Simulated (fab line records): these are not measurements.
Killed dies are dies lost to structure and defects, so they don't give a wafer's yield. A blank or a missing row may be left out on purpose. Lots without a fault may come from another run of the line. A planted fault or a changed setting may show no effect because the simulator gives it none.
8D (eight disciplines) problem report, filled in by code || flow berkeley cmos170 || the parts of the form that need people (team, actions taken, sign-off) are left out

## 1. WHAT IS WRONG
Mean SILICIDE_TI_RS at UCB170_SILICIDE_RS_MEAS_02: 16.5 ohm/sq over 6 wafers in 2 lots; fault-free wafers: 26.1 ohm/sq, standard deviation 0.35. Measured from the usual mean, that is -28 standard deviations.
The step: measures by four-point-probe.
First observed at day 11 07:45: wafer L390.1, on film metro-02. Wafers with a number at this step in the record: 42, from 14 lots. Rule for "out", or "out of limits": more than 4 standard deviations from the usual mean. The other wafers with a number count as sound.

## 2. WHAT IT IS, WHAT IT ISN'T
{"question": "which readings at this step", "is": "SILICIDE_TI_RS", "is not": "-"}
{"question": "which lots", "is": "L389, L390", "is not": "L373, L374, L375, L376, L377, L378, L379, L381, L382, L384, L395, L396"}
{"question": "which wafers of those lots", "is": "all that have a number", "is not": "-"}
{"question": "read on which gauges", "is": "film metro-02, film metro-04", "is not": "film metro-03"}
{"question": "when", "is": "from day 11 07:45", "is not": "up to then (30 sound wafers); but 6 sound wafers of L395, L396 came after"}

## 3. THE SUSPECTS, EACH WITH WHAT RULES IT OUT
Counting: any tool at a process step up to the reading is kept as a suspect provided that every lot that is out went through it and no sound lot did after the first of them.
- ruled out: the gauge at UCB170_SILICIDE_RS_MEAS_02. 2 gauges (film metro-02, film metro-04) read the wafers that are out.
- pvd sputter-03 at UCB170_SILICIDE_SPUTTER_01 (material Ti, target thk 30 nm, time 25 s): kept. It ran every lot that is out, first L390 (day 11 07:43), and no sound lot after that; its last sound lot up to then is L384 (day 10 08:12).
Remaining after the count: pvd sputter-03 at UCB170_SILICIDE_SPUTTER_01.

## 4. THE CAUSE (what the simulator had put in)
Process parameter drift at UCB170_SILICIDE_SPUTTER_01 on pvd sputter-03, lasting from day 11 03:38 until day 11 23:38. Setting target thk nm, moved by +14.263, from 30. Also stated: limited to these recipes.
After counting, this tool was the only one left.

## 5. THE EFFECT CHAIN, in route order
Each row: a reading whose mean over the struck wafers that have a number lies more than 3 standard deviations from the usual. Only readings whose record carries a usual standard deviation are examined. hours: median over the lots of the time between each lot's start at the first step of this table that gives one and its start at this step. sigmas: the change, counted in usual standard deviations.
{"hours": 0, "step": "UCB170_SILICIDE_RS_MEAS_02", "reading": "SILICIDE_TI_RS", "usual": "26.1 ohm/sq", "on struck wafers": 16.5, "change": -9.6, "sigmas": -28}
{"hours": 5, "step": "UCB170_SILICIDE_THK_MEAS_03", "reading": "SILICIDE_TI_THK", "usual": "29.7 nm", "on struck wafers": 44.0, "change": "+14.3", "sigmas": "+38"}

## 6. WHAT WOULD HAVE CAUGHT IT SOONER
Counted from the fault's start at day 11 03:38, it took 4 hours until the first out-of-limits reading at a measuring or inspecting step in this record, taken at day 11 07:45.
Tool readings at UCB170_SILICIDE_SPUTTER_01 with a usual standard deviation given in the record: none out on any struck wafer, hence no alarm at a limit of 4 standard deviations on them.
L389, from the lots that are out (2), started UCB170_SILICIDE_SPUTTER_01 on pvd sputter-03 later than day 11 07:45. It would have been spared by a hold on the tool at that moment.
